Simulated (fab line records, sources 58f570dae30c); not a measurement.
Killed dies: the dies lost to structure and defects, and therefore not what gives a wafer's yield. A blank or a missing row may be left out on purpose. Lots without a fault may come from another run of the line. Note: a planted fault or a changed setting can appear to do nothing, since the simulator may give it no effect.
Split-lot study | flow berkeley-cmos170 | 23 wafers read from 5 lots, route of 331 steps

== ABOUT THE SPLIT ==
At UCB170_CONTACT_COAT_10 (resist thk 900 nm), the setting resist-thk-nm was moved away from the recipe's 900 nm on 6 of the 23 wafers read, by -2.6% to +4.9%. All remaining wafers had this setting at the recipe value.

== FROM THE SPLIT TO THE READING: what the file shows between them, 3 steps ==
- UCB170_CONTACT_SOFTBAKE_11: time 60 s
- UCB170_CONTACT_EXPOSE_12: exposes mask CONT, target cd 700 nm
- UCB170_CONTACT_ETCH_17: etches BARC in N2/H2

== THE READING ==
KrF_of_CONTACT_COAT_10.thk-nm (the simulator's own value, which no gauge read), in nm, at UCB170_CONTACT_ETCH_18 (etches PSG in CHF3/CF4/Ar, stops on TiSi2, target depth 840 nm, time 195 s). The file gives no usual value for it. Here, 17 wafers ran the recipe; their average is 694.1 nm with a standard deviation of 3.5 nm.

wafer  | tool, chamber at the split | resist-thk-nm as run, nm | against the recipe | KrF_of_CONTACT_COAT_10.thk-nm, nm | against lot-mates on the recipe
L074.1 | litho-track-03, 0          | 900                      | recipe             | 693.6                             | -
L074.2 | litho-track-03, 0          | 900                      | recipe             | 698.8                             | -
L074.3 | litho-track-03, 0          | 944.1                    | +4.9%              | 740.2                             | +44.0
L074.4 | litho-track-03, 0          | 944.1                    | +4.9%              | 735.6                             | +39.4
L074.5 | litho-track-03, 0          | 900                      | recipe             | 696.2                             | -
L075.3 | litho-track-04, 0          | 900                      | recipe             | 690.6                             | -
L075.4 | litho-track-04, 0          | 900                      | recipe             | 690.9                             | -
L075.6 | litho-track-04, 0          | 900                      | recipe             | 693.6                             | -
L080.1 | litho-track-01, 0          | 900                      | recipe             | 692.8                             | -
L080.3 | litho-track-01, 0          | 876.7                    | -2.6%              | 667.5                             | -26.3
L080.4 | litho-track-01, 0          | 876.7                    | -2.6%              | 668.4                             | -25.4
L080.5 | litho-track-01, 0          | 900                      | recipe             | 696.8                             | -
L080.6 | litho-track-01, 0          | 900                      | recipe             | 691.8                             | -
L081.1 | litho-track-03, 0          | 881.6                    | -2.0%              | 687.6                             | -10.2
L081.2 | litho-track-03, 0          | 900                      | recipe             | 698.4                             | -
L081.3 | litho-track-03, 0          | 900                      | recipe             | 698.2                             | -
L081.4 | litho-track-03, 0          | 881.6                    | -2.0%              | 678.9                             | -18.9
L081.6 | litho-track-03, 0          | 900                      | recipe             | 696.9                             | -
L083.1 | litho-track-03, 0          | 900                      | recipe             | 696.5                             | -
L083.2 | litho-track-03, 0          | 900                      | recipe             | 695.4                             | -
L083.4 | litho-track-03, 0          | 900                      | recipe             | 687.5                             | -
L083.5 | litho-track-03, 0          | 900                      | recipe             | 694.5                             | -
L083.6 | litho-track-03, 0          | 900                      | recipe             | 687                               | -

FIT RESULTS
A straight line over all 23 wafers: KrF_of_CONTACT_COAT_10.thk-nm changes by +8.72 nm for each +1% of resist-thk-nm; r = +0.97; the points scatter about the line by 4.2 nm.
The same after taking each lot's own level away (the mean of its wafers on the recipe; 23 wafers): +8.63 nm for each +1%; r = +0.98; scatter 3.2 nm.
That fit puts the effect of the largest move of resist-thk-nm on the reading at 42 nm.
From 691.70 to 697.83 nm: that is the span of the lots' own levels, equal to 1.8 times the standard deviation above.
So the lot-to-lot level changes the slope little: the two slopes agree.
Check: +41.1 nm against its lot-mates is what the line predicts for one of the wafers moved furthest among these (+4.9%) when that wafer is left out of the fit. Against them it came out at +44 nm.

== THESE WAFERS: OTHER SPLITS ==
These wafers also went through other splits before the reading. Each is held against what the fit with the lots' levels taken away leaves over:
other split on the same wafers     | wafers away from the commonest value | r with KrF_of_CONTACT_COAT_10.thk-nm (lot level and that fit taken away)
UCB170_GATE_CVD_04 sih4-flow-sccm  | 18                                   | -0.07
UCB170_GATE_SOFTBAKE_08 temp-c     | 7                                    | +0.26
UCB170_PSD_EXPOSE_03 dose-mj       | 10                                   | -0.12
UCB170_NSD_EXPOSE_03 dose-mj       | 7                                    | -0.09
UCB170_SILICIDE_SPUTTER_01 power-w | 9                                    | -0.19
UCB170_CONTACT_CVD_01 time-s       | 15                                   | +0.08

== THE WHOLE CHAIN: every reading that the file lists as answering this split, in the file's order ==
step                   | what it does                                                               | reading                                                                        | change (the file's fit)              | r (the file's)
UCB170_CONTACT_COAT_10 | resist thk 900 nm                                                          | KrF_of_CONTACT_COAT_10.thk-nm (the simulator's own value, which no gauge read) | +8.99 nm for each +1% of the setting | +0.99
UCB170_CONTACT_ETCH_18 | etches PSG in CHF3/CF4/Ar, stops on TiSi2, target depth 840 nm, time 195 s | KrF_of_CONTACT_COAT_10.thk-nm (the simulator's own value, which no gauge read) | +8.62 nm for each +1% of the setting | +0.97

== FILE'S OWN FIT ==
KrF_of_CONTACT_COAT_10.thk-nm changes by +8.62 nm for each +1% of resist-thk-nm, r = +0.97.
